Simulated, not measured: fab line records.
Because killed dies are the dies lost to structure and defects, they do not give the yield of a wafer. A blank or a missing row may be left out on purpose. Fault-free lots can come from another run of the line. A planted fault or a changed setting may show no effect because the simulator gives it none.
Which tool was responsible? :: flow rit_cmos :: 14 lots with 42 wafers sampled at 3 steps, on a route of 202 steps

WHAT THE GAUGES SHOWED, per wafer
RIT_SILICIDE_RS_MEAS_02: uses a four-point probe to measure.
lot: L384
measured: day 3 01:19
on: film_metro-01
SILICIDE_TI_RS (ohm/sq): 48.1 48.0 47.6

lot: L385
measured: day 3 06:57
on: film_metro-01
SILICIDE_TI_RS (ohm/sq): 46.9 46.2 46.5

lot: L386
measured: day 3 12:59
on: film_metro-01
SILICIDE_TI_RS (ohm/sq): 47.7 47.7 47.9

lot: L387
measured: day 3 17:06
on: film_metro-03
SILICIDE_TI_RS (ohm/sq): 46.6 46.5 46.7

lot: L388
measured: day 3 21:41
on: film_metro-02
SILICIDE_TI_RS (ohm/sq): 46.9 46.9 46.4

lot: L389
measured: day 4 02:31
on: film_metro-02
SILICIDE_TI_RS (ohm/sq): 47.7 47.7 47.6

lot: L390
measured: day 4 08:48
on: film_metro-02
SILICIDE_TI_RS (ohm/sq): 48.1 48.5 48.2

lot: L396
measured: day 5 16:56
on: film_metro-03
SILICIDE_TI_RS (ohm/sq): 48.4 48.3 48.5

lot: L397
measured: day 6 01:06
on: film_metro-01
SILICIDE_TI_RS (ohm/sq): 45.2 45.3 45.2

lot: L399
measured: day 6 09:50
on: film_metro-01
SILICIDE_TI_RS (ohm/sq): 45.6 46.0 46.2

lot: L401
measured: day 6 21:19
on: film_metro-01
SILICIDE_TI_RS (ohm/sq): 47.7 48.0 47.9

lot: L403
measured: day 7 11:46
on: film_metro-02
SILICIDE_TI_RS (ohm/sq): 48.1 48.4 48.4

lot: L405
measured: day 7 18:32
on: film_metro-01
SILICIDE_TI_RS (ohm/sq): 48.6 48.5 48.1

lot: L407
measured: day 8 03:14
on: film_metro-02
SILICIDE_TI_RS (ohm/sq): 47.8 47.8 47.8

RIT_SILICIDE_THK_MEAS_03: measures by xrf.
lot: L384
measured: day 3 01:26
on: film_metro-01
SILICIDE_TI_THK (nm): 30.0 29.9 30.1

lot: L385
measured: day 3 07:04
on: film_metro-01
SILICIDE_TI_THK (nm): 30.4 30.8 30.6

lot: L386
measured: day 3 13:05
on: film_metro-01
SILICIDE_TI_THK (nm): 30.0 30.1 30.0

lot: L387
measured: day 3 17:13
on: film_metro-03
SILICIDE_TI_THK (nm): 30.8 30.8 30.6

lot: L388
measured: day 3 21:48
on: film_metro-02
SILICIDE_TI_THK (nm): 30.4 30.4 30.5

lot: L389
measured: day 4 02:38
on: film_metro-02
SILICIDE_TI_THK (nm): 30.1 30.1 30.1

lot: L390
measured: day 4 08:55
on: film_metro-02
SILICIDE_TI_THK (nm): 29.8 29.6 29.8

lot: L396
measured: day 5 17:03
on: film_metro-03
SILICIDE_TI_THK (nm): 29.8 29.8 29.8

lot: L397
measured: day 6 01:13
on: film_metro-01
SILICIDE_TI_THK (nm): 31.3 31.4 31.4

lot: L399
measured: day 6 09:58
on: film_metro-01
SILICIDE_TI_THK (nm): 31.2 31.0 30.9

lot: L401
measured: day 6 21:25
on: film_metro-01
SILICIDE_TI_THK (nm): 30.0 30.1 30.1

lot: L403
measured: day 7 11:53
on: film_metro-02
SILICIDE_TI_THK (nm): 29.9 29.9 29.8

lot: L405
measured: day 7 18:40
on: film_metro-01
SILICIDE_TI_THK (nm): 29.5 29.6 29.6

lot: L407
measured: day 8 03:20
on: film_metro-02
SILICIDE_TI_THK (nm): 30.0 30.1 29.9

WHICH TOOL RAN EACH LOT (tool, then ch and the chambers of the sampled wafers, then the start)
lot: L384
RIT_SILICIDE_SPUTTER_01: pvd_sputter-02, day 3 01:09

lot: L385
RIT_SILICIDE_SPUTTER_01: pvd_sputter-01, day 3 06:47

lot: L386
RIT_SILICIDE_SPUTTER_01: pvd_sputter-02, day 3 12:49

lot: L387
RIT_SILICIDE_SPUTTER_01: pvd_sputter-01, day 3 16:57

lot: L388
RIT_SILICIDE_SPUTTER_01: pvd_sputter-01, day 3 21:32

lot: L389
RIT_SILICIDE_SPUTTER_01: pvd_sputter-02, day 4 02:22

lot: L390
RIT_SILICIDE_SPUTTER_01: pvd_sputter-01, day 4 08:39

lot: L396
RIT_SILICIDE_SPUTTER_01: pvd_sputter-02, day 5 16:46

lot: L397
RIT_SILICIDE_SPUTTER_01: pvd_sputter-01, day 6 00:56

lot: L399
RIT_SILICIDE_SPUTTER_01: pvd_sputter-01, day 6 09:41

lot: L401
RIT_SILICIDE_SPUTTER_01: pvd_sputter-02, day 6 21:08

lot: L403
RIT_SILICIDE_SPUTTER_01: pvd_sputter-03, day 7 11:37

lot: L405
RIT_SILICIDE_SPUTTER_01: pvd_sputter-03, day 7 18:23

lot: L407
RIT_SILICIDE_SPUTTER_01: pvd_sputter-02, day 8 03:03
- RIT_SILICIDE_SPUTTER_01: material Ti, target thk 30 nm, time 240 s.

WHAT THE TOOLS THEMSELVES READ (means of the sampled wafers that have a number; where no wafer has one, the mark that the record gives instead)
RIT_SILICIDE_SPUTTER_01.
lot: L384
tool: pvd_sputter-02
cathode_dc_power_W (W): 350.04
throttle_valve_pct (%): 30.0

lot: L385
tool: pvd_sputter-01
cathode_dc_power_W (W): 350.04
throttle_valve_pct (%): 30.0

lot: L386
tool: pvd_sputter-02
cathode_dc_power_W (W): 349.99
throttle_valve_pct (%): 30.5

lot: L387
tool: pvd_sputter-01
cathode_dc_power_W (W): 350.00
throttle_valve_pct (%): 30.0

lot: L388
tool: pvd_sputter-01
cathode_dc_power_W (W): 350.02
throttle_valve_pct (%): 29.5

lot: L389
tool: pvd_sputter-02
cathode_dc_power_W (W): 350.03
throttle_valve_pct (%): 30.4

lot: L390
tool: pvd_sputter-01
cathode_dc_power_W (W): 349.98
throttle_valve_pct (%): 29.9

lot: L396
tool: pvd_sputter-02
cathode_dc_power_W (W): 350.03
throttle_valve_pct (%): 31.1

lot: L397
tool: pvd_sputter-01
cathode_dc_power_W (W): 350.04
throttle_valve_pct (%): 29.0

lot: L399
tool: pvd_sputter-01
cathode_dc_power_W (W): 349.99
throttle_valve_pct (%): 29.7

lot: L401
tool: pvd_sputter-02
cathode_dc_power_W (W): 350.04
throttle_valve_pct (%): 30.3

lot: L403
tool: pvd_sputter-03
cathode_dc_power_W (W): 350.00
throttle_valve_pct (%): 29.0

lot: L405
tool: pvd_sputter-03
cathode_dc_power_W (W): 350.00
throttle_valve_pct (%): 29.6

lot: L407
tool: pvd_sputter-02
cathode_dc_power_W (W): 349.98
throttle_valve_pct (%): 30.8

THE ANSWER, worked out from the rows above alone
Rule: the usual values come from the lots themselves. The widest of any qualifying gaps counts: lots, ordered by their means at a reading, are off when they make up no more than a third of the lots, leave a main group of 4 or more, and stand apart from it by 3 or more times the standard deviation of that group's means. A main group whose means are all the same, to the digits that the tables above print for the reading, isn't used. Also off: a lot with no number at a reading for which 4 or more lots have one. All remaining lots with rows at the step are treated as sound. After the gauges, taken in route order, come the tools' own readings; for these a lot's mean is taken, as printed above. At the first step where some lot is off, the reading lying furthest off is the one used; lots without a number count as furthest.
No lot is off at any reading shown: from this, nothing can be told.

WHAT THE SIMULATOR PUT IN
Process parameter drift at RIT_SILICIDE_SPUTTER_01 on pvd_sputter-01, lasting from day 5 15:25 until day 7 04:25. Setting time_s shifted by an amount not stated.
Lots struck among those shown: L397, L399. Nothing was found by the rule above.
